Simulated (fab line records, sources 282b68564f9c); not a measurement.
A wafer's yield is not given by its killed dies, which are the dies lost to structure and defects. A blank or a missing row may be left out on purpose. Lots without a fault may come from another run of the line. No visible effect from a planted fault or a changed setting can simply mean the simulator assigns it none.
Split-lot trial / flow ritCmos / route with 202 steps; 5 lots, 23 wafers read

## SPLIT DETAILS
At RIT_GATE_CVD_08 (deposits poly-Si from SiH4, target thk 250 nm, time 2220 s), the setting tempC was moved away from the recipe's 610 C on 20 of the 23 wafers read, by -1.2% to +1.6%. All remaining wafers had this setting at the recipe value.

## FROM THE SPLIT TO THE READING: what the file shows between them, 5 steps
- RIT_GATE_THK_MEAS_09
- RIT_GATE_COAT_11: resist thk 850 nm (also split here: spinRpm)
- RIT_GATE_SOFTBAKE_12: time 60 s
- RIT_GATE_EXPOSE_13: exposes mask M6, target cd 150 nm
- RIT_GATE_HARDBAKE_18: time 60 s

## THE READING
oesProductAu, in a.u., at RIT_GATE_ETCH_19 (etches poly-Si in SF6/CHF3/O2, stops on SiO2, time 165 s, target depth 312.5 nm). On this fab line, fault-free wafers typically give 0.862 a.u. with a standard deviation of 0.016 a.u.

wafer=L075.1; tool, chamber at the split=lpcvd-01, 0; tempC as run, C=610; against the recipe=recipe; oesProductAu, a.u.=0.877; against lot-mates on the recipe=-
wafer=L075.4; tool, chamber at the split=lpcvd-01, 0; tempC as run, C=610; against the recipe=recipe; oesProductAu, a.u.=0.886; against lot-mates on the recipe=-
wafer=L075.6; tool, chamber at the split=lpcvd-01, 0; tempC as run, C=610; against the recipe=recipe; oesProductAu, a.u.=0.867; against lot-mates on the recipe=-
wafer=L077.1; tool, chamber at the split=-, -; tempC as run, C=602.8; against the recipe=-1.2%; oesProductAu, a.u.=0.749; against lot-mates on the recipe=no lot-mate on the recipe
wafer=L077.2; tool, chamber at the split=-, -; tempC as run, C=602.8; against the recipe=-1.2%; oesProductAu, a.u.=0.778; against lot-mates on the recipe=no lot-mate on the recipe
wafer=L077.3; tool, chamber at the split=-, -; tempC as run, C=602.8; against the recipe=-1.2%; oesProductAu, a.u.=0.758; against lot-mates on the recipe=no lot-mate on the recipe
wafer=L077.4; tool, chamber at the split=-, -; tempC as run, C=602.8; against the recipe=-1.2%; oesProductAu, a.u.=0.784; against lot-mates on the recipe=no lot-mate on the recipe
wafer=L077.6; tool, chamber at the split=-, -; tempC as run, C=602.8; against the recipe=-1.2%; oesProductAu, a.u.=0.775; against lot-mates on the recipe=no lot-mate on the recipe
wafer=L078.2; tool, chamber at the split=-, -; tempC as run, C=619.9; against the recipe=+1.6%; oesProductAu, a.u.=0.991; against lot-mates on the recipe=no lot-mate on the recipe
wafer=L078.3; tool, chamber at the split=-, -; tempC as run, C=619.9; against the recipe=+1.6%; oesProductAu, a.u.=1.034; against lot-mates on the recipe=no lot-mate on the recipe
wafer=L078.4; tool, chamber at the split=-, -; tempC as run, C=619.9; against the recipe=+1.6%; oesProductAu, a.u.=0.991; against lot-mates on the recipe=no lot-mate on the recipe
wafer=L078.5; tool, chamber at the split=-, -; tempC as run, C=619.9; against the recipe=+1.6%; oesProductAu, a.u.=1.007; against lot-mates on the recipe=no lot-mate on the recipe
wafer=L078.6; tool, chamber at the split=-, -; tempC as run, C=619.9; against the recipe=+1.6%; oesProductAu, a.u.=1.029; against lot-mates on the recipe=no lot-mate on the recipe
wafer=L080.1; tool, chamber at the split=-, -; tempC as run, C=602.5; against the recipe=-1.2%; oesProductAu, a.u.=0.789; against lot-mates on the recipe=no lot-mate on the recipe
wafer=L080.2; tool, chamber at the split=-, -; tempC as run, C=602.5; against the recipe=-1.2%; oesProductAu, a.u.=0.753; against lot-mates on the recipe=no lot-mate on the recipe
wafer=L080.3; tool, chamber at the split=-, -; tempC as run, C=602.5; against the recipe=-1.2%; oesProductAu, a.u.=0.755; against lot-mates on the recipe=no lot-mate on the recipe
wafer=L080.4; tool, chamber at the split=-, -; tempC as run, C=602.5; against the recipe=-1.2%; oesProductAu, a.u.=0.761; against lot-mates on the recipe=no lot-mate on the recipe
wafer=L080.6; tool, chamber at the split=-, -; tempC as run, C=602.5; against the recipe=-1.2%; oesProductAu, a.u.=0.761; against lot-mates on the recipe=no lot-mate on the recipe
wafer=L085.1; tool, chamber at the split=-, -; tempC as run, C=603; against the recipe=-1.1%; oesProductAu, a.u.=0.780; against lot-mates on the recipe=no lot-mate on the recipe
wafer=L085.2; tool, chamber at the split=-, -; tempC as run, C=603; against the recipe=-1.1%; oesProductAu, a.u.=0.779; against lot-mates on the recipe=no lot-mate on the recipe
wafer=L085.3; tool, chamber at the split=-, -; tempC as run, C=603; against the recipe=-1.1%; oesProductAu, a.u.=0.757; against lot-mates on the recipe=no lot-mate on the recipe
wafer=L085.4; tool, chamber at the split=-, -; tempC as run, C=603; against the recipe=-1.1%; oesProductAu, a.u.=0.794; against lot-mates on the recipe=no lot-mate on the recipe
wafer=L085.5; tool, chamber at the split=-, -; tempC as run, C=603; against the recipe=-1.1%; oesProductAu, a.u.=0.772; against lot-mates on the recipe=no lot-mate on the recipe

THE FIT
A straight line over all 23 wafers: oesProductAu changes by +0.086 a.u. for each +1% of tempC; r = +0.99; the points scatter about the line by 0.015 a.u.
Too few moved wafers have a lot-mate on the recipe to fit a line with each lot's own level taken away.

## THE WHOLE CHAIN: every reading that the file lists as answering this split, in the file's order
step=RIT_GATE_CVD_08; what it does=deposits poly-Si from SiH4, target thk 250 nm, time 2220 s; reading=poly-Si_of_GATE_CVD_08.thkNm (the simulator's own value, which no gauge read); change (the file's fit)=+37.6 nm for each +1% of the setting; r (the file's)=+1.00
step=RIT_GATE_THK_MEAS_09; what it does=; reading=GATE_POLY_THK; change (the file's fit)=+37.6 for each +1% of the setting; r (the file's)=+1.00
step=RIT_GATE_ETCH_19; what it does=etches poly-Si in SF6/CHF3/O2, stops on SiO2, time 165 s, target depth 312.5 nm; reading=oesProductAu; change (the file's fit)=+0.086 a.u. for each +1% of the setting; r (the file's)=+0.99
step=RIT_GATE_ETCH_19; what it does=etches poly-Si in SF6/CHF3/O2, stops on SiO2, time 165 s, target depth 312.5 nm; reading=GATE.featureDepthNm (the simulator's own value, which no gauge read); change (the file's fit)=+36.6 nm for each +1% of the setting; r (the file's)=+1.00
step=RIT_GATE_ETCH_19; what it does=etches poly-Si in SF6/CHF3/O2, stops on SiO2, time 165 s, target depth 312.5 nm; reading=etch.depthNm (the simulator's own value, which no gauge read); change (the file's fit)=+36.6 nm for each +1% of the setting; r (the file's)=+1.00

## THE FILE'S OWN FIT
oesProductAu changes by +0.086 a.u. for each +1% of tempC, r = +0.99.
